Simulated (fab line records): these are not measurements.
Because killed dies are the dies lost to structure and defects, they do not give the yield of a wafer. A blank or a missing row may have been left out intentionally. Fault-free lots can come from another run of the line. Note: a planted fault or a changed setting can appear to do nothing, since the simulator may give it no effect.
fab line records / flow berkeley_cmos170
record: lots: 14 wafers: 42 last_day: 11
route steps=331 shown M3@320
lots untouched by any fault: they come from a run of this same line in which no faults occurred
start_h: hours from the record's first day to the start of the lot's first wafer shown / wait_h: hours elapsed since this lot's preceding step / " repeats the value in the row above / L1.1+2: one row covering several wafers at once / - value missing, or start not given / * or withheld: withheld / < > ~ a bound
route shown NAME@n: names a module that has steps shown in the file, with the first one's number in the route / usual: mean/standard deviation of fault-free wafers / same: alike in all rows / chamber/n: place in a boat / sites: readings site by site / _std_site: the standard deviation of these / _edge_site: mean of outer sites minus mean of inner sites / radius_mm: for every site, how far away it sits from the centre of the wafer / mask NAME#n: copy n / behind: tool/chamber where the wafer was last shaped / hold: cause of the lot's hold/its duration in hours/its outcome / device: names the non-switching transistor (n, p or np) / end of line: tests run on the same wafers once the route is complete / a step without rows: its recipe alone / killed: dies that structure and defects cost at the first sort, which is not the same as the wafer's yield / map: shows each die of a wafer: x if killed, . if not, _ if none is there
set.NAME: the setting that was run; set.NAME@STEP: the one run at that earlier step / model.NAME: the simulator's own value behind a step, which no gauge read
route steps across a sampled set of lots; one table per step, one row per wafer
== steps ==
step: UCB170_M3_SOFTBAKE_11
recipe: resist: KrF temp_c: 130 time_s: 60
usual: heater_power_total_W: 56.81/0.046 plate_temp_C: 129.99/0.12
lot.wafer=L764.2 tool=litho_track-02 chamber=0 start_h=159 wait_h=- heater_power_total_W=56.81 plate_temp_C=129.88
lot.wafer=L764.3 tool=litho_track-02 chamber=0 start_h=159 wait_h=- heater_power_total_W=56.87 plate_temp_C=129.90
lot.wafer=L764.6 tool=litho_track-02 chamber=0 start_h=159 wait_h=- heater_power_total_W=56.79 plate_temp_C=129.96
lot.wafer=L765.2 tool=litho_track-02 chamber=0 start_h=174 wait_h=- heater_power_total_W=56.80 plate_temp_C=130.05
lot.wafer=L765.5 tool=litho_track-02 chamber=0 start_h=174 wait_h=- heater_power_total_W=56.85 plate_temp_C=129.97
lot.wafer=L765.6 tool=litho_track-02 chamber=0 start_h=174 wait_h=- heater_power_total_W=56.86 plate_temp_C=129.84
lot.wafer=L766.1 tool=litho_track-04 chamber=0 start_h=183 wait_h=- heater_power_total_W=56.71 plate_temp_C=129.86
lot.wafer=L766.2 tool=litho_track-04 chamber=0 start_h=183 wait_h=- heater_power_total_W=56.77 plate_temp_C=129.91
lot.wafer=L766.4 tool=litho_track-04 chamber=0 start_h=183 wait_h=- heater_power_total_W=56.82 plate_temp_C=129.81
lot.wafer=L771.1 tool=litho_track-04 chamber=0 start_h=194 wait_h=- heater_power_total_W=56.82 plate_temp_C=129.79
lot.wafer=L771.2 tool=litho_track-04 chamber=0 start_h=194 wait_h=- heater_power_total_W=56.78 plate_temp_C=129.91
lot.wafer=L771.5 tool=litho_track-04 chamber=0 start_h=194 wait_h=- heater_power_total_W=56.79 plate_temp_C=130.02
lot.wafer=L768.2 tool=litho_track-01 chamber=0 start_h=199 wait_h=- heater_power_total_W=56.77 plate_temp_C=130.19
lot.wafer=L768.3 tool=litho_track-01 chamber=0 start_h=199 wait_h=- heater_power_total_W=56.78 plate_temp_C=130.27
lot.wafer=L768.5 tool=litho_track-01 chamber=0 start_h=199 wait_h=- heater_power_total_W=56.84 plate_temp_C=129.86
lot.wafer=L770.2 tool=litho_track-02 chamber=0 start_h=199 wait_h=- heater_power_total_W=56.84 plate_temp_C=130.02
lot.wafer=L770.3 tool=litho_track-02 chamber=0 start_h=199 wait_h=- heater_power_total_W=56.90 plate_temp_C=130.13
lot.wafer=L770.4 tool=litho_track-02 chamber=0 start_h=199 wait_h=- heater_power_total_W=56.76 plate_temp_C=130.15
lot.wafer=L772.1 tool=litho_track-04 chamber=0 start_h=205 wait_h=- heater_power_total_W=56.83 plate_temp_C=129.86
lot.wafer=L772.2 tool=litho_track-04 chamber=0 start_h=205 wait_h=- heater_power_total_W=56.83 plate_temp_C=129.95
lot.wafer=L772.5 tool=litho_track-04 chamber=0 start_h=205 wait_h=- heater_power_total_W=56.79 plate_temp_C=130.02
lot.wafer=L773.4 tool=litho_track-04 chamber=0 start_h=207 wait_h=- heater_power_total_W=56.88 plate_temp_C=129.98
lot.wafer=L773.5 tool=litho_track-04 chamber=0 start_h=207 wait_h=- heater_power_total_W=56.75 plate_temp_C=130.07
lot.wafer=L773.6 tool=litho_track-04 chamber=0 start_h=207 wait_h=- heater_power_total_W=56.79 plate_temp_C=130.05
lot.wafer=L775.2 tool=litho_track-04 chamber=0 start_h=217 wait_h=- heater_power_total_W=56.81 plate_temp_C=130.07
lot.wafer=L775.3 tool=litho_track-04 chamber=0 start_h=217 wait_h=- heater_power_total_W=56.82 plate_temp_C=129.87
lot.wafer=L775.5 tool=litho_track-04 chamber=0 start_h=217 wait_h=- heater_power_total_W=56.88 plate_temp_C=129.94
lot.wafer=L779.2 tool=litho_track-04 chamber=0 start_h=235 wait_h=- heater_power_total_W=53.63 plate_temp_C=124.43
lot.wafer=L779.4 tool=litho_track-04 chamber=0 start_h=235 wait_h=- heater_power_total_W=53.67 plate_temp_C=124.52
lot.wafer=L779.6 tool=litho_track-04 chamber=0 start_h=235 wait_h=- heater_power_total_W=53.64 plate_temp_C=124.35
lot.wafer=L782.1 tool=litho_track-01 chamber=0 start_h=250 wait_h=- heater_power_total_W=56.88 plate_temp_C=129.98
lot.wafer=L782.4 tool=litho_track-01 chamber=0 start_h=250 wait_h=- heater_power_total_W=56.88 plate_temp_C=130.12
lot.wafer=L782.6 tool=litho_track-01 chamber=0 start_h=250 wait_h=- heater_power_total_W=56.86 plate_temp_C=129.87
lot.wafer=L783.1 tool=litho_track-04 chamber=0 start_h=257 wait_h=- heater_power_total_W=53.62 plate_temp_C=124.29
lot.wafer=L783.4 tool=litho_track-04 chamber=0 start_h=257 wait_h=- heater_power_total_W=53.63 plate_temp_C=124.30
lot.wafer=L783.6 tool=litho_track-04 chamber=0 start_h=257 wait_h=- heater_power_total_W=53.63 plate_temp_C=124.40
lot.wafer=L784.1 tool=litho_track-02 chamber=0 start_h=261 wait_h=- heater_power_total_W=56.75 plate_temp_C=129.79
lot.wafer=L784.4 tool=litho_track-02 chamber=0 start_h=261 wait_h=- heater_power_total_W=56.82 plate_temp_C=129.95
lot.wafer=L784.6 tool=litho_track-02 chamber=0 start_h=261 wait_h=- heater_power_total_W=56.85 plate_temp_C=129.80
lot.wafer=L786.1 tool=litho_track-01 chamber=0 start_h=261 wait_h=- heater_power_total_W=56.89 plate_temp_C=130.10
lot.wafer=L786.4 tool=litho_track-01 chamber=0 start_h=261 wait_h=- heater_power_total_W=56.81 plate_temp_C=129.96
lot.wafer=L786.6 tool=litho_track-01 chamber=0 start_h=261 wait_h=- heater_power_total_W=56.73 plate_temp_C=130.21
step: UCB170_M3_CD_MEAS_15
recipe: target_cd_nm: 700
usual: cd_nm: 700.1/1.4
lot.wafer=L764.2 tool=cd_sem-02 chamber=- start_h=159.93 wait_h=- cd_nm=696.7
lot.wafer=L764.3 tool=cd_sem-02 chamber=- start_h=159.93 wait_h=- cd_nm=697.9
lot.wafer=L764.6 tool=cd_sem-02 chamber=- start_h=159.93 wait_h=- cd_nm=696.6
lot.wafer=L765.2 tool=cd_sem-01 chamber=- start_h=176.13 wait_h=- cd_nm=699.5
lot.wafer=L765.5 tool=cd_sem-01 chamber=- start_h=176.13 wait_h=- cd_nm=699.4
lot.wafer=L765.6 tool=cd_sem-01 chamber=- start_h=176.13 wait_h=- cd_nm=699.5
lot.wafer=L766.1 tool=cd_sem-01 chamber=- start_h=184.27 wait_h=- cd_nm=702.4
lot.wafer=L766.2 tool=cd_sem-01 chamber=- start_h=184.27 wait_h=- cd_nm=700.6
lot.wafer=L766.4 tool=cd_sem-01 chamber=- start_h=184.27 wait_h=- cd_nm=702.5
lot.wafer=L771.1 tool=cd_sem-01 chamber=- start_h=195.72 wait_h=- cd_nm=701.9
lot.wafer=L771.2 tool=cd_sem-01 chamber=- start_h=195.72 wait_h=- cd_nm=701.7
lot.wafer=L771.5 tool=cd_sem-01 chamber=- start_h=195.72 wait_h=- cd_nm=699.4
lot.wafer=L768.2 tool=cd_sem-01 chamber=- start_h=200.68 wait_h=- cd_nm=699.9
lot.wafer=L768.3 tool=cd_sem-01 chamber=- start_h=200.68 wait_h=- cd_nm=700.5
lot.wafer=L768.5 tool=cd_sem-01 chamber=- start_h=200.68 wait_h=- cd_nm=700.4
lot.wafer=L770.2 tool=cd_sem-01 chamber=- start_h=200.80 wait_h=- cd_nm=700.9
lot.wafer=L770.3 tool=cd_sem-01 chamber=- start_h=200.80 wait_h=- cd_nm=700.6
lot.wafer=L770.4 tool=cd_sem-01 chamber=- start_h=200.80 wait_h=- cd_nm=699.7
lot.wafer=L772.1 tool=cd_sem-02 chamber=- start_h=206.30 wait_h=- cd_nm=701.5
lot.wafer=L772.2 tool=cd_sem-02 chamber=- start_h=206.30 wait_h=- cd_nm=701.7
lot.wafer=L772.5 tool=cd_sem-02 chamber=- start_h=206.30 wait_h=- cd_nm=700.8
lot.wafer=L773.4 tool=cd_sem-01 chamber=- start_h=207.94 wait_h=- cd_nm=700.4
lot.wafer=L773.5 tool=cd_sem-01 chamber=- start_h=207.94 wait_h=- cd_nm=698.5
lot.wafer=L773.6 tool=cd_sem-01 chamber=- start_h=207.94 wait_h=- cd_nm=700.3
lot.wafer=L775.2 tool=cd_sem-02 chamber=- start_h=218.32 wait_h=- cd_nm=700.8
lot.wafer=L775.3 tool=cd_sem-02 chamber=- start_h=218.32 wait_h=- cd_nm=700.8
lot.wafer=L775.5 tool=cd_sem-02 chamber=- start_h=218.32 wait_h=- cd_nm=701.1
lot.wafer=L779.2 tool=cd_sem-02 chamber=- start_h=236.47 wait_h=- cd_nm=711.3
lot.wafer=L779.4 tool=cd_sem-02 chamber=- start_h=236.47 wait_h=- cd_nm=711.0
lot.wafer=L779.6 tool=cd_sem-02 chamber=- start_h=236.47 wait_h=- cd_nm=711.5
lot.wafer=L782.1 tool=cd_sem-01 chamber=- start_h=251.51 wait_h=- cd_nm=701.8
lot.wafer=L782.4 tool=cd_sem-01 chamber=- start_h=251.51 wait_h=- cd_nm=701.8
lot.wafer=L782.6 tool=cd_sem-01 chamber=- start_h=251.51 wait_h=- cd_nm=702.9
lot.wafer=L783.1 tool=cd_sem-02 chamber=- start_h=257.74 wait_h=- cd_nm=712.8
lot.wafer=L783.4 tool=cd_sem-02 chamber=- start_h=257.74 wait_h=- cd_nm=712.3
lot.wafer=L783.6 tool=cd_sem-02 chamber=- start_h=257.74 wait_h=- cd_nm=711.4
lot.wafer=L784.1 tool=cd_sem-02 chamber=- start_h=261.79 wait_h=- cd_nm=698.1
lot.wafer=L784.4 tool=cd_sem-02 chamber=- start_h=261.79 wait_h=- cd_nm=697.2
lot.wafer=L784.6 tool=cd_sem-02 chamber=- start_h=261.79 wait_h=- cd_nm=698.1
lot.wafer=L786.1 tool=cd_sem-02 chamber=- start_h=262.40 wait_h=- cd_nm=699.7
lot.wafer=L786.4 tool=cd_sem-02 chamber=- start_h=262.40 wait_h=- cd_nm=699.9
lot.wafer=L786.6 tool=cd_sem-02 chamber=- start_h=262.40 wait_h=- cd_nm=699.9
== key ==
first_sign: step: UCB170_M3_SOFTBAKE_11 reading: heater_power_total_W direction: down sigmas: 69 usual: 56.81 struck: 53.64
effect: step: UCB170_M3_SOFTBAKE_11 reading: plate_temp_C direction: down sigmas: 45 usual: * struck: *
effect: step: UCB170_M3_CD_MEAS_15 reading: cd_nm direction: up sigmas: 8.5 usual: 700.1 struck: 711.7
met_at UCB170_M3_SOFTBAKE_11
struck_lots L779,L783
onset_between 217 235
fault: kind: process_parameter_drift tool: litho_track-04 chamber: - onset_h: 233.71 steps: UCB170_M3_SOFTBAKE_11 channel: temp_c offset: * shape: step end_h: 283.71 acts_in: * stated: *
